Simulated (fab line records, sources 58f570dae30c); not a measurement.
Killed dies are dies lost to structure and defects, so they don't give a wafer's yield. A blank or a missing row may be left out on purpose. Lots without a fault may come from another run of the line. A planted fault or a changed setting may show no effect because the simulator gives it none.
Split-lot experiment | flow berkeley_cmos170 | 5 lots, 23 wafers read, on a route of 331 steps

THE SPLIT
At UCB170_NVT_IMPLANT_07, the setting dose_cm2 was moved away from the recipe's 3e+12 on 4 of the 23 wafers read, by -5.1% to +5.6%. The other wafers ran this setting at the recipe's value.

FROM THE SPLIT TO THE READING: what the file shows between them, 1 step
- UCB170_NVT_STRIP_08: strips in O2

THE READING
NVT_TW, at UCB170_NVT_TW_MEAS_09. Fault-free wafers of this fab line usually give 529, standard deviation 4.

wafer  | tool, chamber at the split | dose_cm2 as run | against the recipe | NVT_TW | against lot-mates on the recipe
L074.1 | implanter-03, 0            | 3e+12           | recipe             | 526    | -
L074.3 | implanter-03, 0            | 3e+12           | recipe             | 528    | -
L074.4 | implanter-03, 0            | 3e+12           | recipe             | 529    | -
L074.5 | implanter-03, 0            | 2.848e+12       | -5.1%              | 518    | -10
L074.6 | implanter-03, 0            | 2.848e+12       | -5.1%              | 519    | -9
L076.1 | implanter-04, 0            | 3e+12           | recipe             | 530    | -
L076.2 | implanter-04, 0            | 3e+12           | recipe             | 528    | -
L076.3 | implanter-04, 0            | 3e+12           | recipe             | 529    | -
L079.1 | implanter-04, 0            | 3.167e+12       | +5.6%              | 541    | +8
L079.2 | implanter-04, 0            | 3.167e+12       | +5.6%              | 543    | +10
L079.4 | implanter-04, 0            | 3e+12           | recipe             | 532    | -
L079.5 | implanter-04, 0            | 3e+12           | recipe             | 533    | -
L079.6 | implanter-04, 0            | 3e+12           | recipe             | 533    | -
L077.1 | implanter-03, 0            | 3e+12           | recipe             | 531    | -
L077.2 | implanter-03, 0            | 3e+12           | recipe             | 536    | -
L077.4 | implanter-03, 0            | 3e+12           | recipe             | 534    | -
L077.5 | implanter-03, 0            | 3e+12           | recipe             | 531    | -
L077.6 | implanter-03, 0            | 3e+12           | recipe             | 534    | -
L083.1 | implanter-02, 0            | 3e+12           | recipe             | 523    | -
L083.2 | implanter-02, 0            | 3e+12           | recipe             | 522    | -
L083.3 | implanter-02, 0            | 3e+12           | recipe             | 525    | -
L083.5 | implanter-02, 0            | 3e+12           | recipe             | 525    | -
L083.6 | implanter-02, 0            | 3e+12           | recipe             | 523    | -

THE FIT
A straight line over all 23 wafers: NVT_TW changes by +2.21 for each +1% of dose_cm2; r = +0.80; the points scatter about the line by 3.9.
The same after taking each lot's own level away (the mean of its wafers on the recipe; 23 wafers): +1.74 for each +1%; r = +0.95; scatter 1.3.
On that fit, the largest move of dose_cm2 shifts the reading by 9.7.
The lots' own levels span 523.6 to 533.2, that is 2.4 times the standard deviation above.
So the lot-to-lot level blurs the effect unless lot-mates are compared.
Check: with one of the wafers moved furthest among these (+5.6%) left out of the fit, the line predicts +10.2 for it against its lot-mates. It came out at +8.33 against them.

OTHER SPLITS ON THESE WAFERS
These wafers also went through other splits before the reading. Each is held against what the fit with the lots' levels taken away leaves over:
other split on the same wafers      | wafers away from the commonest value | r with NVT_TW (lot level and that fit taken away)
UCB170_ZERO_COAT_01 resist_thk_nm   | 8                                    | +0.11
UCB170_NWELL_CVD_04 time_s          | 10                                   | +0.04
UCB170_NWELL_IMPLANT_14 dose_cm2    | 8                                    | +0.03
UCB170_ACTIVE_COAT_08 resist_thk_nm | 6                                    | -0.15
UCB170_PFIELD_COAT_01 resist_thk_nm | 9                                    | -0.12
UCB170_PFIELD_IMPLANT_07 energy_kev | 7                                    | +0.25

THE FILE'S OWN FIT
NVT_TW changes by +1.72 for each +1% of dose_cm2, r = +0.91.
